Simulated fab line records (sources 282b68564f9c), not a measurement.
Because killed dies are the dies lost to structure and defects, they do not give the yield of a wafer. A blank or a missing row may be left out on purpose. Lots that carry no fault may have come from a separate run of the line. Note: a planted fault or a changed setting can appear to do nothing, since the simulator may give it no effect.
Code-filled problem report in 8D (eight disciplines) form	flow rit cmos	the parts of the form that need people (team, actions taken, sign-off) are left out

## 1. WHAT WENT WRONG
At RIT_M1_SOFTBAKE_05, heater power total W averages 37.45 W over 6 wafers from 2 lots, while fault-free wafers read 34.57 W, standard deviation 0.051. Relative to the usual mean, that is a shift of +56 standard deviations.
The step: time 60 s.
First observed at day 5 11:21: wafer L861.1, on litho track-01. The record has a number at this step for 42 wafers belonging to 14 lots. Rule for "out", or "out of limits": more than 4 standard deviations from the usual mean. The other wafers with a number count as sound.

## 2. WHAT IT IS, AND WHAT IT ISN'T
question	is	is not
which readings at this step	heater power total W, plate temp C	chill plate temp C
which lots	L861, L862	L853, L854, L855, L856, L857, L858, L859, L865, L866, L867, L868, L873
which wafers of those lots	all that have a number	-
read on which tools	litho track-01	litho track-02, litho track-04
when	from day 5 11:21	up to then (21 sound wafers); but 15 sound wafers of L865, L866, L867, L868, L873 came after

## 3. WHAT RULES OUT EACH SUSPECT
Counting: any tool at a process step up to the reading is kept as a suspect provided that every lot that is out went through it and no sound lot did after the first of them.
- litho track-01 at RIT_M1_SOFTBAKE_05 (time 60 s): kept. Every lot that is out went through it, starting with L861 (day 5 11:21), and after that it ran no sound lot; the last sound lot it ran before then is L857 (day 4 14:07). Its own readings are out on those wafers: heater power total W, plate temp C.
Left after counting: litho track-01 at RIT_M1_SOFTBAKE_05.

## 4. THE CAUSE (what the simulator had put in)
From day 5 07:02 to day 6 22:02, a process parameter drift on litho track-01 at RIT_M1_SOFTBAKE_05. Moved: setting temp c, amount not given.
This tool alone remained once counting was done.

## 5. THE EFFECT CHAIN, in route order
Each row: a reading where the mean over the struck wafers with a number is more than 3 standard deviations away from the usual. Only readings for which the record gives a usual standard deviation are gone through. hours: the time from each lot's start at the first step in this table that gives one to its start at this step, as a median over the lots. sigmas: the change in usual standard deviations.
hours	step	reading	usual	on struck wafers	change	sigmas
0	RIT_M1_SOFTBAKE_05	heater power total W	34.57 W	37.45	+2.88	+56
0	RIT_M1_SOFTBAKE_05	plate temp C	90.04 C	95.52	+5.48	+46
It contains these process steps:
- RIT_M1_SOFTBAKE_05: time 60 s.

## 6. WHAT WOULD HAVE CAUGHT IT SOONER
In this record no reading fell out of limits until day 5 11:21, 4 hours after the fault had begun at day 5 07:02.
